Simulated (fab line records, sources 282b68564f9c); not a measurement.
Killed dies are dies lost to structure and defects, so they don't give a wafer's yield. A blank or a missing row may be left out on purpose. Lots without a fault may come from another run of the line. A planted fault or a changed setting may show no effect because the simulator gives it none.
fab line records | flow rit_cmos
record lots=5 wafers=15 last_day=6
route steps=202 shown PRETRO@72 GATE@75 FOX2@80 REOX@98 NLDD@103 SDANNEAL@155 M1@202
lots that met no fault: from a run of the same line without faults
start_h: hours from the record's first day to the start of the lot's first wafer shown | wait_h: hours since the lot's step before | " the same as in the row above | L1.1+2: a row that stands for several wafers | - no value, or no start given | * or withheld: withheld | < > ~ a bound
route shown NAME@n: a module of which the file shows steps, and the number in the route of the first | usual: mean/standard deviation of fault-free wafers | same: alike in all rows | chamber/n: place in a boat | sites: the reading at each site | _std_site: their standard deviation | _edge_site: outer sites' mean less inner sites' | radius_mm: how far each site lies from the wafer's centre | mask NAME#n: copy n | behind: the tool/chamber that last shaped the wafer | hold: why the lot was held/for how many hours/how that ended | device: the transistor (n, p or np) that didn't switch | end of line: the same wafers' tests at the end of the route | a step without rows: its recipe alone | killed: dies lost to structure and defects at the first sort, not the wafer's yield | map: a wafer's dies, x killed, . not, _ none there
set.NAME: the setting as run; set.NAME@STEP: as run at that earlier step | model.NAME: the simulator's own value behind a step, which no gauge read
lots at some steps of the route; a table a step, a row a wafer
services: from which hour (start_h, from the record's first day; less than 0 if before it) a tool's chamber was out of use, for how many hours, and why
## steps
# step RIT_PRETRO_IMPLANT_08
# recipe species=B energy_kev=45 dose_cm2=1.2e+13 tilt_deg=7
# step RIT_PRETRO_STRIP_09
# recipe chemistry=O2 time_s=180 resist=NOVOLAK platen_temp_c=withheld power_w=500 pressure_mtorr=4000 o2_flow_sccm=4000
# usual drypump_motor_current_A=5.8/0.36
# same time_s=180
# columns lot.wafer tool chamber start_h wait_h drypump_motor_current_A rf_hours_counter_h
L658.1 plasma_asher-02 1 38.95 0.1 5.8 44
L658.4 " 1 " " 5.8 -
L658.5 " 0 " " 6.5 -
L663.1 plasma_asher-02 0 64.32 0.1 6.5 47
L663.4 " 1 " " 5.8 -
L663.6 " 0 " " 6.6 -
L664.3 plasma_asher-03 1 67.56 0.1 5.6 -
L664.4 " 0 " " 5.7 -
L664.6 " 1 " " 5.6 -
L667.2 plasma_asher-03 0 82.64 0.1 5.7 34
L667.4 " 0 " " 5.7 -
L667.6 " 1 " " 5.6 -
L675.1 plasma_asher-04 0 122.28 0.1 5.6 30
L675.2 " 1 " " 5.4 30
L675.6 " 0 " " 5.6 -
# step RIT_PRETRO_TW_MEAS_10
# usual PRETRO_TW=471/3.2
# columns lot.wafer tool chamber start_h wait_h PRETRO_TW
L658.1 film_metro-02 - 39.13 0.1 472
L658.4 " - " " 472
L658.5 " - " " 473
L663.1 film_metro-04 - 64.50 0.1 474
L663.4 " - " " 473
L663.6 " - " " 472
L664.3 film_metro-04 - 67.69 0.1 471
L664.4 " - " " 473
L664.6 " - " " 471
L667.2 film_metro-02 - 82.83 0.1 472
L667.4 " - " " 472
L667.6 " - " " 473
L675.1 film_metro-02 - 122.45 0.1 471
L675.2 " - " " 473
L675.6 " - " " 472
# step RIT_GATE_WET_ETCH_00
# recipe chemistry=BOE target=SiO2 target_depth_nm=56 time_s=60 dry=n2_spin dilution=10:1 temp_c=21.5
# step RIT_GATE_CLEAN_01
# recipe chemistry=SC1 mix=3:3:50 time_s=600 temp_c=75
# step RIT_GATE_CLEAN_02
# recipe chemistry=dHF dilution=50:1 time_s=30
# step RIT_GATE_CLEAN_03
# recipe chemistry=SC2 mix=3:3:50 time_s=600 temp_c=75 dry=n2_spin
# step RIT_GATE_CLEAN_04
# recipe chemistry=dHF dilution=50:1 time_s=60 dry=n2_spin
# step RIT_FOX2_THK_MEAS_91
# recipe reads=SiO2_of_FOX2_OXIDATION_00
# usual FIELD_OXIDE_LEFT_2_THK=251/6.3
# columns lot.wafer tool chamber start_h wait_h FIELD_OXIDE_LEFT_2_THK[nm]
L658.1 film_metro-02 - 39.61 0.0 253
L658.4 " - " " 251
L658.5 " - " " 250
L663.1 film_metro-01 - 65.01 0.0 249
L663.4 " - " " 244
L663.6 " - " " 252
L664.3 film_metro-03 - 68.17 0.0 265
L664.4 " - " " 264
L664.6 " - " " 265
L667.2 film_metro-03 - 83.33 0.0 253
L667.4 " - " " 250
L667.6 " - " " 252
L675.1 film_metro-03 - 122.93 0.0 244
L675.2 " - " " 245
L675.6 " - " " 246
# step RIT_GATE_OXIDATION_05
# recipe temp_c=900 ambient=O2 target_thk_a=30 ox_time_s=270
# step RIT_GATE_ANNEAL_06
# recipe temp_c=900 time_s=600 ambient=N2O
# step RIT_GATE_THK_MEAS_07
# recipe reads=SiO2_of_GATE_OXIDATION_05
# usual GATE_OXIDE_THK=3.01/0.069
# columns lot.wafer tool chamber start_h wait_h GATE_OXIDE_THK[nm]
L658.1 film_metro-01 - 41.55 0.0 3.17
L658.4 " - " " 3.12
L658.5 " - " " 3.05
L663.1 film_metro-02 - 66.39 0.0 3.03
L663.4 " - " " 3.00
L663.6 " - " " 3.00
L664.3 film_metro-02 - 74.35 0.0 2.99
L664.4 " - " " 2.98
L664.6 " - " " 2.99
L667.2 film_metro-02 - 84.88 0.0 2.96
L667.4 " - " " 3.11
L667.6 " - " " 2.93
L675.1 film_metro-02 - 125.19 0.0 3.00
L675.2 " - " " 3.01
L675.6 " - " " 2.96
# step RIT_GATE_CVD_08
# recipe material=poly-Si target_thk_nm=250 temp_c=610 precursor=SiH4 time_s=2220 pressure_mtorr=300 sih4_flow_sccm=102.1
# columns lot.wafer tool chamber start_h wait_h model.poly-Si_of_GATE_CVD_08.thk_nm
L658.1+5 lpcvd-01 0 41.61 0.1 254.9
L658.4 " 0 " " 252.6
L663.1 lpcvd-01 0 66.45 0.1 254.3
L663.4 " 0 " " 255.3
L663.6 " 0 " " 252.8
L664.3 lpcvd-01 0 74.39 0.0 253.9
L664.4 " 0 " " 255.8
L664.6 " 0 " " 257.1
L667.2+4 lpcvd-01 0 84.93 0.0 254.8
L667.6 " 0 " " 254.9
L675.1+2 lpcvd-01 1 125.25 0.1 122.8
L675.6 " 1 " " 122.6
# step RIT_GATE_THK_MEAS_09
# recipe reads=poly-Si_of_GATE_CVD_08
# usual GATE_POLY_THK=255.0/2
# columns lot.wafer tool chamber start_h wait_h GATE_POLY_THK[nm]
L658.1 film_metro-02 - 43.22 0.0 255.0
L658.4 " - " " 252.5
L658.5 " - " " 255.0
L663.1 film_metro-02 - 68.07 0.0 254.1
L663.4 " - " " 255.1
L663.6 " - " " 252.7
L664.3 film_metro-02 - 76.02 0.0 253.8
L664.4 " - " " 255.7
L664.6 " - " " 256.9
L667.2 film_metro-01 - 87.37 0.0 254.8
L667.4 " - " " 254.9
L667.6 " - " " 255.0
L675.1 film_metro-02 - 126.86 0.0 122.8
L675.2 " - " " 122.8
L675.6 " - " " 122.7
# step RIT_GATE_HMDS_10
# recipe prime_time_s=60 prime_temp_c=140
# step RIT_GATE_COAT_11
# recipe resist=NOVOLAK spin_rpm=4250 resist_thk_nm=850
# step RIT_GATE_SOFTBAKE_12
# recipe resist=NOVOLAK temp_c=90 time_s=60
# step RIT_GATE_EXPOSE_13
# recipe mask_id=M6 na=0.6 source_shape=conventional sigma_outer=0.6 target_cd_nm=150 dose_mj=380
# step RIT_GATE_PEB_14
# recipe resist=NOVOLAK temp_c=withheld time_s=withheld
# step RIT_GATE_DEVELOP_15
# recipe resist=NOVOLAK develop_time_s=50 dev_temp_c=23
# step RIT_GATE_CD_MEAS_16
# recipe target_cd_nm=150
# usual cd_nm=149.8/2.5
# columns lot.wafer tool chamber start_h wait_h cd_nm
L658.1 cd_sem-01 - 44.26 - 146.1
L658.4 " - " " 145.9
L658.5 " - " " 145.9
L663.1 cd_sem-02 - 68.98 - 148.7
L663.4 " - " " 146.7
L663.6 " - " " 150.2
L664.3 cd_sem-01 - 76.95 - 150.1
L664.4 " - " " 152.4
L664.6 " - " " 150.7
L667.2 cd_sem-01 - 88.40 - 153.3
L667.4 " - " " 153.8
L667.6 " - " " 155.5
L675.1 cd_sem-02 - 127.90 - 148.7
L675.2 " - " " 148.0
L675.6 " - " " 147.4
# step RIT_GATE_OVL_MEAS_17
# usual GATE_OVL=-0.4/1.4
# columns lot.wafer tool chamber start_h wait_h GATE_OVL[nm]
L658.1 overlay-02 - 44.38 0.1 -0.5
L658.4 " - " " 0.4
L658.5 " - " " -1.6
L663.1 overlay-01 - 69.10 0.1 -0.7
L663.4 " - " " -1.7
L663.6 " - " " -2.7
L664.3 overlay-01 - 77.04 0.1 -0.7
L664.4 " - " " 0.1
L664.6 " - " " -1.3
L667.2 overlay-02 - 88.51 0.1 -0.2
L667.4 " - " " -0.5
L667.6 " - " " -3.1
L675.1 overlay-01 - 128.02 0.1 -0.4
L675.2 " - " " -0.4
L675.6 " - " " -0.2
# step RIT_GATE_HARDBAKE_18
# recipe resist=NOVOLAK temp_c=140 time_s=60
# step RIT_GATE_ETCH_19
# recipe chemistry=SF6/CHF3/O2 time_s=165 SF6_flow_sccm=30 CHF3_flow_sccm=30 O2_flow_sccm=5 target=poly-Si pressure_mtorr=40 rf_w=160 target_depth_a=3125 over_etch_frac=0.25 stop_on=SiO2
# usual drypump_motor_current_A=5.7/0.39 oes_product_au=0.860/0.013 throttle_valve_pct=10.22/0.13
# same time_s=165
# columns lot.wafer tool chamber start_h wait_h drypump_motor_current_A oes_product_au rf_hours_counter_h throttle_valve_pct model.etch.depth_nm model.GATE.feature_depth_nm
L658.1 rie_si-02 0 44.56 0.1 5.5 0.861 155 10.44 254.9 254.9
L658.4 " 1 " " 5.8 0.855 52 10.13 252.6 252.6
L658.5 " 2 " " 5.8 0.850 - 10.12 254.9 254.9
L663.1 rie_si-01 1 69.28 0.1 5.8 0.886 83 10.30 254.3 254.3
L663.4 " 2 " " 6.3 0.839 50 10.08 255.3 255.3
L663.6 " 1 " " 5.8 0.874 - 10.29 252.8 252.8
L664.3 rie_si-02 2 77.22 0.1 5.8 0.844 2 10.10 253.9 253.9
L664.4 " 1 " " 5.7 0.857 52 10.13 255.8 255.8
L664.6 " 2 " " 5.8 0.851 - 10.10 257.1 257.1
L667.2 rie_si-01 0 88.69 0.1 4.9 0.866 2 10.27 254.8 254.8
L667.4 " 1 " " 5.8 0.886 83 10.29 254.8 254.8
L667.6 " 0 " " 4.9 0.868 - 10.28 254.9 254.9
L675.1 rie_si-01 1 128.20 0.1 5.8 0.553 84 10.29 122.8 122.8
L675.2 " 3 " " 5.8 0.550 7 10.09 122.8 122.8
L675.6 " 1 " " 5.8 0.557 - 10.29 122.6 122.6
# step RIT_GATE_STRIP_20
# recipe chemistry=O2 time_s=180 resist=NOVOLAK platen_temp_c=withheld power_w=500 pressure_mtorr=4000 o2_flow_sccm=4000
# usual drypump_motor_current_A=5.6/0.47
# same time_s=180
# columns lot.wafer tool chamber start_h wait_h drypump_motor_current_A rf_hours_counter_h
L658.1 plasma_asher-04 0 44.67 0.1 5.6 24
L658.4 " 1 " " 5.4 -
L658.5 " 0 " " 5.6 -
L663.1 plasma_asher-01 1 69.39 0.1 4.9 46
L663.4 " 1 " " 4.9 -
L663.6 " 0 " " 5.8 -
L664.3 plasma_asher-02 1 77.38 0.1 5.8 -
L664.4 " 0 " " 6.6 -
L664.6 " 0 " " 6.6 -
L667.2 plasma_asher-04 1 88.80 0.1 5.4 26
L667.4 " 0 " " 5.6 -
L667.6 " 0 " " 5.6 -
L675.1 plasma_asher-04 0 128.31 0.1 5.6 31
L675.2 " 1 " " 5.4 31
L675.6 " 1 " " 5.4 -
# step RIT_GATE_CD_MEAS_90
# recipe target_cd_nm=150
# usual cd_nm=149.8/2.5
# columns lot.wafer tool chamber start_h wait_h cd_nm
L658.1 cd_sem-02 - 44.85 0.1 145.7
L658.4 " - " " 146.3
L658.5 " - " " 145.9
L663.1 cd_sem-01 - 69.57 0.1 148.6
L663.4 " - " " 146.7
L663.6 " - " " 150.5
L664.3 cd_sem-01 - 77.54 0.1 150.4
L664.4 " - " " 152.3
L664.6 " - " " 150.2
L667.2 cd_sem-01 - 88.99 0.1 153.2
L667.4 " - " " 153.9
L667.6 " - " " 155.7
L675.1 cd_sem-02 - 128.49 0.1 149.1
L675.2 " - " " 147.9
L675.6 " - " " 147.7
# step RIT_REOX_CLEAN_00
# recipe chemistry=SC1 mix=3:3:50 time_s=600 temp_c=75
# step RIT_REOX_CLEAN_01
# recipe chemistry=dHF dilution=50:1 time_s=30
# step RIT_REOX_CLEAN_02
# recipe chemistry=SC2 mix=3:3:50 time_s=600 temp_c=75 dry=n2_spin
# step RIT_REOX_OXIDATION_03
# recipe temp_c=900 ambient=O2 target_thk_a=252 ox_time_s=5580
# step RIT_REOX_THK_MEAS_04
# recipe reads=SiO2_of_REOX_OXIDATION_03
# usual REOX_OXIDE_THK=24.9/0.53
# columns lot.wafer tool chamber start_h wait_h REOX_OXIDE_THK[nm]
L658.1 film_metro-02 - 47.88 0.0 25.0
L658.4 " - " " 25.3
L658.5 " - " " 25.5
L663.1 film_metro-02 - 73.56 0.0 24.2
L663.4 " - " " 24.7
L663.6 " - " " 24.4
L664.3 film_metro-01 - 80.70 0.0 25.0
L664.4 " - " " 25.1
L664.6 " - " " 24.9
L667.2 film_metro-04 - 92.71 0.0 25.1
L667.4 " - " " 24.8
L667.6 " - " " 25.1
L675.1 film_metro-01 - 132.99 0.0 24.8
L675.2 " - " " 25.3
L675.6 " - " " 25.1
# step RIT_NLDD_HMDS_00
# recipe prime_time_s=60 prime_temp_c=140
# step RIT_NLDD_COAT_01
# recipe resist=NOVOLAK spin_rpm=3299 resist_thk_nm=1000
# step RIT_NLDD_SOFTBAKE_02
# recipe resist=NOVOLAK temp_c=90 time_s=60
# step RIT_NLDD_EXPOSE_03
# recipe mask_id=M7 na=0.57 target_cd_nm=40700 dose_mj=250
# step RIT_NLDD_PEB_04
# recipe resist=NOVOLAK temp_c=withheld time_s=withheld
# step RIT_NLDD_DEVELOP_05
# recipe resist=NOVOLAK develop_time_s=51.21 dev_temp_c=23
# step RIT_NLDD_OVL_MEAS_06
# usual NLDD_OVL=1.3/1.4
# columns lot.wafer tool chamber start_h wait_h NLDD_OVL[nm]
L658.1 overlay-01 - 48.79 - 5.0
L658.4 " - " " 4.1
L658.5 " - " " 3.0
L663.1 overlay-01 - 74.59 - 2.8
L663.4 " - " " 3.6
L663.6 " - " " 1.7
L664.3 overlay-02 - 81.73 - 0.3
L664.4 " - " " 0.8
L664.6 " - " " -0.7
L667.2 overlay-02 - 93.74 - 2.1
L667.4 " - " " 1.3
L667.6 " - " " 2.3
L675.1 overlay-01 - 134.02 - 2.5
L675.2 " - " " -0.3
L675.6 " - " " 2.5
# step RIT_NLDD_HARDBAKE_07
# recipe resist=NOVOLAK temp_c=140 time_s=60
# step RIT_NLDD_IMPLANT_08
# recipe species=P energy_kev=20 dose_cm2=5e+14 tilt_deg=7
# step RIT_NLDD_STRIP_09
# recipe chemistry=O2 time_s=180 resist=NOVOLAK platen_temp_c=withheld power_w=500 pressure_mtorr=4000 o2_flow_sccm=4000
# usual drypump_motor_current_A=5.52/0.28
# same time_s=180
# columns lot.wafer tool chamber start_h wait_h drypump_motor_current_A rf_hours_counter_h
L658.1 plasma_asher-04 1 49.13 0.1 5.41 24
L658.4 " 0 " " 5.69 -
L658.5 " 0 " " 5.61 -
L663.1 plasma_asher-03 1 74.93 0.1 5.59 33
L663.4 " 0 " " 5.70 -
L663.6 " 0 " " 5.71 -
L664.3 plasma_asher-01 1 82.11 0.1 4.91 -
L664.4 " 0 " " 5.88 -
L664.6 " 0 " " 5.85 -
L667.2 plasma_asher-04 0 94.15 0.1 5.60 27
L667.4 " 1 " " 5.42 -
L667.6 " 1 " " 5.43 -
L675.1 plasma_asher-03 0 134.36 0.1 5.69 40
L675.2 " 1 " " 5.59 40
L675.6 " 1 " " 5.61 -
# step RIT_NLDD_TW_MEAS_10
# usual NLDD_TW=2478/23
# columns lot.wafer tool chamber start_h wait_h NLDD_TW
L658.1 film_metro-03 - 49.30 0.1 2464
L658.4 " - " " 2447
L658.5 " - " " 2463
L663.1 film_metro-01 - 75.11 0.1 2487
L663.4 " - " " 2505
L663.6 " - " " 2491
L664.3 film_metro-04 - 82.24 0.1 2487
L664.4 " - " " 2498
L664.6 " - " " 2493
L667.2 film_metro-01 - 94.33 0.1 2488
L667.4 " - " " 2506
L667.6 " - " " 2507
L675.1 film_metro-03 - 134.53 0.1 2467
L675.2 " - " " 2459
L675.6 " - " " 2463
# step RIT_SDANNEAL_CLEAN_02
# recipe chemistry=SC2 mix=3:3:50 time_s=600 temp_c=75 dry=n2_spin
# usual bath_guard_temp_C=74.7/0.49
# same time_s=600
# columns lot.wafer tool chamber start_h wait_h bath_guard_temp_C model.poly-Si_of_GATE_CVD_08.thk_nm
L658.1 wet_bench-01 2 56.47 0.0 74.1 168.4
L658.4 " 2 " " 73.7 165.4
L658.5 " 2 " " 73.8 168.2
L663.1 wet_bench-01 1 82.71 0.0 74.7 167.8
L663.4 " 1 " " 74.8 169.5
L663.6 " 1 " " 74.7 167.3
L664.3 wet_bench-01 2 89.48 0.0 74.2 166.4
L664.4 " 2 " " 74.2 169
L664.6 " 2 " " 73.8 169.7
L667.2 wet_bench-02 0 101.80 0.0 74.4 168.9
L667.4 " 0 " " 74.5 169
L667.6 " 0 " " 74.3 169
L675.1 wet_bench-04 2 142.97 0.0 74.9 37.09
L675.2 " 2 " " 74.6 36.27
L675.6 " 2 " " 74.9 36.01
# step RIT_M1_PROBE_99
# usual killed_at_front_end=7/3 killed_dies=7/3 killed_on_rim=1.7/1.4 killed_open=3.2/2 killed_short=3.5/2.1
# same gross_dies=264 killed_at_M0_to_M3=0 killed_at_M4_up=0 killed_at_back_side=0 killed_at_contacts=0 killed_at_other=0
# columns lot.wafer tool chamber start_h wait_h killed_at_front_end killed_dies killed_on_rim killed_open killed_short
L658.1 prober-01 - 64.22 0.1 9 9 4 6 3
L658.4 prober-01 - 64.37 0.2 2 2 1 1 1
L658.5 prober-01 - 64.42 0.2 8 8 2 4 4
L663.1 prober-02 - 94.37 0.1 1 1 0 1 0
L663.4 prober-02 - 94.52 0.2 8 8 3 4 4
L663.6 prober-02 - 94.62 0.2 13 13 3 7 6
L664.3 prober-01 - 98.61 0.2 6 6 0 3 3
L664.4 prober-01 - 98.66 0.2 12 12 1 8 4
L664.6 prober-01 - 98.76 0.2 6 6 2 3 3
L667.2 prober-02 - 110.54 0.1 10 10 3 4 6
L667.4 prober-02 - 110.64 0.2 10 10 4 7 3
L667.6 prober-02 - 110.74 0.2 9 9 1 4 5
L675.1 prober-02 - 150.68 0.1 4 4 0 2 2
L675.2 prober-02 - 150.73 0.1 8 8 3 3 5
L675.6 prober-02 - 150.93 0.2 5 5 0 1 4
# killed by level:class
L658.1 GATE:geometric_particle:short=3 GATE:geometric_particle:open=2 REOX:geometric_particle:open=2 SPACER:geometric_particle:open=1 SILICIDE:geometric_particle:open=1
L658.4 FOX1:geometric_particle:short=1 GATE:geometric_particle:open=1
L658.5 GATE:geometric_particle:open=4 REOX:geometric_particle:short=3 GATE:geometric_particle:short=1
L663.1 SILICIDE:geometric_particle:open=1
L663.4 FOX1:geometric_particle:short=2 FOX1:geometric_particle:open=2 FOX2:geometric_particle:short=1 GATE:geometric_particle:open=1 GATE:geometric_particle:short=1 SILICIDE:geometric_particle:open=1
L663.6 FOX1:geometric_particle:open=3 FOX1:geometric_particle:short=3 GATE:geometric_particle:short=3 GATE:geometric_particle:open=2 REOX:geometric_particle:open=1 SPACER:geometric_particle:open=1
L664.3 GATE:geometric_particle:short=2 FOX1:geometric_particle:open=1 GATE:geometric_particle:open=1 REOX:geometric_particle:short=1 REOX:geometric_particle:open=1
L664.4 GATE:geometric_particle:open=3 FOX1:geometric_particle:open=2 GATE:geometric_particle:short=2 FOX1:geometric_particle:short=1 FOX2:geometric_particle:open=1 REOX:geometric_particle:open=1 SPACER:geometric_particle:open=1 SILICIDE:geometric_particle:short=1
L664.6 REOX:geometric_particle:open=2 FOX1:geometric_particle:short=1 FOX2:geometric_particle:short=1 GATE:geometric_particle:short=1 SPACER:geometric_particle:open=1
L667.2 GATE:geometric_particle:short=2 GATE:geometric_particle:open=2 REOX:geometric_particle:short=2 FOX1:geometric_particle:short=1 FOX1:geometric_particle:open=1 SILICIDE:geometric_particle:short=1 SILICIDE:geometric_particle:open=1
L667.4 GATE:geometric_particle:open=5 GATE:geometric_particle:short=2 FOX2:geometric_particle:short=1 REOX:geometric_particle:open=1 SILICIDE:geometric_particle:open=1
L667.6 SILICIDE:geometric_particle:open=2 FOX1:geometric_particle:short=1 FOX2:geometric_particle:short=1 GATE:geometric_particle:open=1 GATE:geometric_particle:short=1 REOX:geometric_particle:open=1 SPACER:geometric_particle:short=1 SILICIDE:geometric_particle:short=1
L675.1 SILICIDE:geometric_particle:short=2 FOX1:geometric_particle:open=1 SILICIDE:geometric_particle:open=1
L675.2 GATE:geometric_particle:short=3 SPACER:geometric_particle:short=2 SILICIDE:geometric_particle:open=2 SPACER:geometric_particle:open=1
L675.6 GATE:geometric_particle:short=2 FOX1:geometric_particle:short=1 GATE:geometric_particle:open=1 REOX:geometric_particle:short=1
## services
# columns tool chamber start_h hours kind
plasma_asher-04 - 28.62 1.2 repair
plasma_asher-01 - 29.62 2.8 pm
plasma_asher-04 - 53.58 5.2 repair
plasma_asher-03 - 56.99 10.5 repair
plasma_asher-04 - 67.21 15.6 pm
rie_si-02 0 87.29 - clean
rie_si-02 0 87.29 21.5 scheduled_down
rie_si-02 0 87.29 21.5 vent_cycle
rie_si-02 3 88.75 4.5 repair
wet_bench-01 - 94.33 0.9 repair
plasma_asher-04 - 96.40 2.3 repair
plasma_asher-02 - 108.75 9.0 pm
plasma_asher-02 0 108.75 9.0 vent_cycle
plasma_asher-02 1 108.75 9.0 vent_cycle
plasma_asher-02 0 117.75 - clean
plasma_asher-02 1 117.75 - clean
plasma_asher-01 - 129.00 5.6 repair
wet_bench-02 - 133.22 1.6 repair
wet_bench-01 - 142.95 1.9 pm
## key
first_sign step=RIT_GATE_THK_MEAS_09 reading=GATE_POLY_THK direction=down sigmas=65 usual=255.0 struck=122.8
effect step=RIT_GATE_ETCH_19 reading=oes_product_au direction=down sigmas=23 usual=0.860 struck=0.554
model_effect step=RIT_GATE_CVD_08 value=poly-Si_of_GATE_CVD_08.thk_nm without=257.2 struck=122.7
model_effect step=RIT_GATE_ETCH_19 value=etch.depth_nm without=257.2 struck=122.7
model_effect step=RIT_SDANNEAL_CLEAN_02 value=poly-Si_of_GATE_CVD_08.thk_nm without=170.9 struck=36.46
met_at RIT_GATE_CVD_08
struck_wafers L675.1,L675.2,L675.6
tester_left_out L675
also_fits time
fault kind=process_parameter_drift tool=lpcvd-01 chamber=1 onset_h=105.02 steps=RIT_GATE_CVD_08 channel=target_thk_nm offset=-131.69 shape=step end_h=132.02 acts_in=these_recipes_only stated=250
# tester_left_out: of these lots the tester's yield and bins aren't shown, on N5 and GAA mostly nor the transistor test; their killed dies are dies lost to structure and defects alone, not to doping, threshold or leakage, so they don't give the yield
